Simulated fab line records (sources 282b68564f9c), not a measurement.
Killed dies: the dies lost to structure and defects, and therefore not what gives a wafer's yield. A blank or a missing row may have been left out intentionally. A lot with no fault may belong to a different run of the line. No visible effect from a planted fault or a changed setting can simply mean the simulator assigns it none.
A struck lot beside a sound one || flow ritCmos || 18 out of 202 route steps
Sound: the wafers L386.1, L386.3, L386.5. Struck: wafers L380.4, L380.5, L380.6. The cause is named last.
Order at every step that has rows: each side's tool, ch and its chambers, its first start. Under that, the readings that differ: sound wafers || struck wafers || difference of the means || sigmas: that difference in standard deviations of wafers without a fault.
alike: readings with means less than 2 such deviations apart, plus words and numbers identical on both sides. not compared: withheld readings, readings lacking a value on some wafer, bounds such as >300 that could conceal the same value, and numbers that have no deviation in the record and whose values overlap.
A row with sigmas, a row that says differs or no value, or rows on one side alone: a step with any of these is where the two part. Non-overlapping numbers with no deviation appear without sigmas and do not part them. Lack of a reading on every wafer of one side parts them only where that side has two or more wafers.

first, 4 steps without rows for these wafers: RIT_NWELL_SOFTBAKE_02 (time 60 s); RIT_NWELL_EXPOSE_03 (exposes mask M2, target cd 43900 nm); RIT_NWELL_PEB_04; RIT_NWELL_DEVELOP_05 (develop time 68 s).
RIT_NWELL_OVL_MEAS_06:
  sound on overlay-02 at day 4 09:26; struck on overlay-02 at day 3 02:12
  alike: NWELL_OVL
then, 2 steps without rows for these wafers: RIT_NWELL_HARDBAKE_07 (time 120 s); RIT_NWELL_IMPLANT_08.
RIT_NWELL_STRIP_09: strips in O2, time 180 s.
  sound on plasmaAsher-04 ch 0,1, day 4 09:52; struck on plasmaAsher-04 ch 0,1, day 3 02:41
  alike: drypumpMotorCurrentA
  not compared: rfHoursCounterH
RIT_NWELL_TW_MEAS_10:
  sound on filmMetro-03 at day 4 10:02; struck on filmMetro-04 at day 3 02:49
  alike: NWELL_TW
then, 3 steps without rows for these wafers: RIT_PWELL_HMDS_00 (prime time 60 s); RIT_PWELL_COAT_01 (resist thk 1300 nm); RIT_PWELL_SOFTBAKE_02 (time 60 s).
RIT_PWELL_EXPOSE_03: exposes mask M3, target cd 43700 nm.
  sound on ilineStepper-01 ch 0, day 4 10:37; struck on ilineStepper-02 ch 0, day 3 03:29
{"reading": "model.PWELL.overlayXNm (nm)", "sound": "0.6315 0.6315 0.6315", "struck": "419.5 419.5 419.5", "difference": "+418.9", "sigmas": ""}
  alike: mask, stageVelMmS
then, 2 steps without rows for these wafers: RIT_PWELL_PEB_04; RIT_PWELL_DEVELOP_05 (develop time 68 s).
RIT_PWELL_OVL_MEAS_06:
  sound on overlay-02 at day 4 11:03; struck on overlay-01 at day 3 03:53
{"reading": "PWELL_OVL (nm)", "sound": "2.3 1.9 0.2", "struck": "420.9 420.7 419.1", "difference": "+418.8", "sigmas": "+99 or more"}
then, 1 step without rows for these wafers: RIT_PWELL_HARDBAKE_07 (time 120 s).
RIT_M1_PROBE_99:
  sound on prober-01 at day 6 00:28; struck on prober-01 at day 4 16:49
{"reading": "model.etest.wellEdgeLeft.lineOhmUm", "sound": "181.1 184.5 182.2", "struck": "226.8 226.3 226.3", "difference": "+43.9", "sigmas": ""}
{"reading": "model.etest.wellEdgeRight.lineOhmUm", "sound": "180.1 179.6 183.2", "struck": "160.9 160.2 165", "difference": -18.9, "sigmas": ""}
{"reading": "model.etest.isoNwellNwell.bvV (V)", "sound": "22.08 21.67 21.92", "struck": "19.97 19.51 19.85", "difference": -2.11, "sigmas": ""}
{"reading": "model.etest.isoNplusNwell.lateralLog10AUm", "sound": "-9.484 -9.402 -9.418", "struck": "-9.524 -9.511 -9.493", "difference": -0.075, "sigmas": ""}
  alike: killedAtContacts, killedAtFrontEnd, killedDies, killedOpen, killedShort

== WHERE THEY PART ==
Within this record, at RIT_PWELL_OVL_MEAS_06 only. Later steps at which nothing parts them and some readings are alike: RIT_M1_PROBE_99.

WHY: the cause the simulator had injected
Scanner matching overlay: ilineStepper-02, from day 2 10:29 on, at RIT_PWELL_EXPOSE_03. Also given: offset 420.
